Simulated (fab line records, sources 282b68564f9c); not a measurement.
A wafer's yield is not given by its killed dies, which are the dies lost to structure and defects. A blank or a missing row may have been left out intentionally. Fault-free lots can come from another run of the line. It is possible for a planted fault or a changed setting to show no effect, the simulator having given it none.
A struck lot beside a sound one ; flow rit cmos ; 17 steps out of a route of 202
Sound: these wafers, L330.2, L330.3, L330.5. The struck wafers were L344.1, L344.5, L344.6. At the end, the cause is stated.
Per side, at each step with rows, come the tool, then ch with its chambers, and then its first start. Under that, the readings that differ: sound wafers ; struck wafers ; difference of the means ; sigmas: that difference in standard deviations of wafers without a fault.
alike: words and numbers the same on both sides, and readings whose means are apart by under 2 such deviations; not compared: readings that were withheld, readings missing a value for some wafer, numbers with overlapping values and no deviation given by the record, and bounds like >300 which may hide the same value.
The two part at a step that has a row with sigmas, a row that says differs or no value, or rows on one side only. Numbers that don't overlap but have no deviation are shown without sigmas and don't part them. Lack of a reading on every wafer of one side parts them only where that side has two or more wafers.

first, 2 steps without rows for these wafers: RIT_NRETRO_HARDBAKE_07 (time 120 s); RIT_NRETRO_IMPLANT_08.
RIT_NRETRO_STRIP_09: strips in O2, time 180 s.
  sound on plasma asher-01 ch 0,1, day 2 14:44; struck on plasma asher-02 ch 0,1, day 5 08:55
  alike: drypump motor current A
  not compared: rf hours counter h
RIT_NRETRO_TW_MEAS_10:
  sound on film metro-04, day 2 14:55; struck on film metro-03, day 5 09:05
  alike: NRETRO_TW
then, 6 steps without rows for these wafers: RIT_PRETRO_HMDS_00 (prime time 60 s); RIT_PRETRO_COAT_01 (resist thk 1300 nm); RIT_PRETRO_SOFTBAKE_02 (time 60 s); RIT_PRETRO_EXPOSE_03 (exposes mask M5, target cd 43700 nm); RIT_PRETRO_PEB_04; RIT_PRETRO_DEVELOP_05 (develop time 68 s).
RIT_PRETRO_OVL_MEAS_06:
  sound on overlay-02, day 2 15:51; struck on overlay-02, day 5 10:10
  alike: PRETRO_OVL
then, 1 step without rows for these wafers: RIT_PRETRO_HARDBAKE_07 (time 120 s).
RIT_PRETRO_IMPLANT_08:
  sound on implanter-01 ch 0, day 2 16:09; struck on implanter-03 ch 0, day 5 10:26
reading;sound;struck;difference;sigmas
dose ions cm2;1.2006e+13 1.2004e+13 1.2013e+13;7.743e+12 7.755e+12 7.757e+12;-4.256e+12;-99 or more
faraday current uA;38.5 37.5 38.3;24.6 25.2 23.6;-13.6;-18
  alike: end station pressure torr
RIT_PRETRO_STRIP_09: strips in O2, time 180 s.
  sound on plasma asher-02 ch 0,1, day 2 16:17; struck on plasma asher-03 ch 0,1, day 5 10:35
  alike: drypump motor current A
  not compared: rf hours counter h
RIT_PRETRO_TW_MEAS_10:
  sound on film metro-02, day 2 16:28; struck on film metro-04, day 5 10:46
reading;sound;struck;difference;sigmas
PRETRO_TW;468 474 471;417 418 417;-54;-16
then, 1 step without rows for these wafers: RIT_GATE_WET_ETCH_00 (etches SiO2 in BOE, target depth 56 nm, time 60 s).
RIT_M1_PROBE_99:
  sound on prober-01, day 3 19:47; struck on prober-01, day 6 13:47
reading;sound;struck;difference;sigmas
model.etest.nmos_0p3.r on ohm um;2152 2211 2212;2074 2073 2034;-131;
model.etest.nmos_0p15.r on ohm um;1125 1194 1190;1070 1094 1063;-94;
model.etest.nmos turned.drive ua um;320.5 307.8 314.6;376.1 384.1 377.2;+64.8;
model.etest.nmos_0p15.drive ua um;466.3 457.9 457.9;511.6 510.7 505.1;+48.4;
model.etest.nmos_0p3.drive ua um;226.4 223.7 224.4;241.6 246.1 246.7;+20.0;
model.etest.nmos narrow.drive ua um;225 225.3 224.7;244.6 244.8 248.9;+21.1;
model.etest.nmos_0p15.off log10 a um;-10.04 -10.12 -10.48;-8.899 -8.757 -9.037;+1.316;
model.etest.retro edge nmos.off log10 a um;-9.853 -9.968 -10.39;-8.759 -8.635 -9.008;+1.270;
  alike: killed at contacts, killed at front end, killed dies, killed open, killed short

== WHERE THEY PART ==
First at RIT_PRETRO_IMPLANT_08; last, within this record, at RIT_PRETRO_TW_MEAS_10. Later steps at which nothing parts them and some readings are alike: RIT_M1_PROBE_99.

WHY: what the simulator had put in
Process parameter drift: implanter-03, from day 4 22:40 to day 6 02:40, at RIT_PRETRO_IMPLANT_08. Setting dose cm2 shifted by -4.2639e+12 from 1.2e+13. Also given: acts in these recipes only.
